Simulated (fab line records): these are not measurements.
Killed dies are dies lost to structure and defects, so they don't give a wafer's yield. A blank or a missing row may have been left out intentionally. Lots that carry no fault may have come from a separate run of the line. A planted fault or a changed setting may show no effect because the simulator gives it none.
Chamber matching	flow berkeley_cmos170	UCB170_PWELL_ETCH_14 on rie_diel-03 has 4 sister chambers
The step etches Si3N4 in CH3F/Ar/O2, stops on SiO2, target depth 242 nm, time 151 s. 18 wafers are shown with their chamber, then 9 later ones without.

== WAFERS, EACH WITH ITS CHAMBER ==
wafer	chamber	drypump_motor_current_A (A)	throttle_valve_pct (%)	oes_product_au (a.u.)
L540.3	1	6.5	8.07	0.932
L540.4	0	6.0	7.93	0.956
L540.6	1	6.5	8.07	0.931
L542.1	3	4.8	8.26	0.948
L542.2	1	6.5	8.08	0.945
L542.6	1	6.5	8.07	0.939
L545.1	1	6.5	8.07	0.916
L545.4	0	6.0	7.91	0.944
L545.5	2	5.8	8.12	0.954
L549.2	2	5.9	8.12	0.965
L549.3	1	6.5	8.07	0.924
L549.5	2	5.8	8.14	0.958
L552.3	0	6.0	7.93	0.961
L552.5	2	5.8	8.13	0.966
L552.6	3	4.8	8.28	0.947
L553.1	2	5.9	8.11	0.983
L553.2	3	4.8	8.25	0.959
L553.3	0	6.0	7.93	0.959

SIGNATURES (means of the wafers above)
reading	chamber 0	chamber 1	chamber 2	chamber 3	scatter within a chamber
drypump_motor_current_A	6.000	6.500	5.840	4.800	0.0293
throttle_valve_pct	7.9250	8.0717	8.1240	8.2633	0.00989
oes_product_au	0.95500	0.93117	0.96520	0.95133	0.00961
Rule: a wafer lies at a distance from a chamber equal to the root of the sum of squares, over the readings, of (its reading less the chamber's mean, divided by the reading's scatter). If the next closest chamber is less than 2 further off than the closest, the wafer can't be placed; otherwise it belongs to the closest. How the scatter is found: for the shown wafers, subtract from each reading the mean of its chamber, square and add these, divide the total by (wafers less chambers), then take the root.

== WAFERS WITHOUT THEIR CHAMBER ==
wafer	drypump_motor_current_A (A)	throttle_valve_pct (%)	oes_product_au (a.u.)
L556.1	4.8	8.25	0.947
L556.5	4.9	8.26	0.943
L556.6	6.0	7.90	0.952
L560.3	6.6	8.08	0.931
L560.4	6.0	7.92	0.959
L560.5	4.9	8.27	0.941
L561.2	6.5	8.07	0.939
L561.3	6.0	7.93	0.962
L561.5	5.8	8.10	0.976

== THE CHAMBER EACH PASSED THROUGH ==
wafer	from the rows above	in truth
L556.1	3	3
L556.5	3	3
L556.6	0	0
L560.3	1	1
L560.4	0	0
L560.5	3	3
L561.2	1	1
L561.3	0	0
L561.5	2	2
Placed correctly: 9 of 9. Number that these rows cannot place: 0. Number placed wrongly: 0.
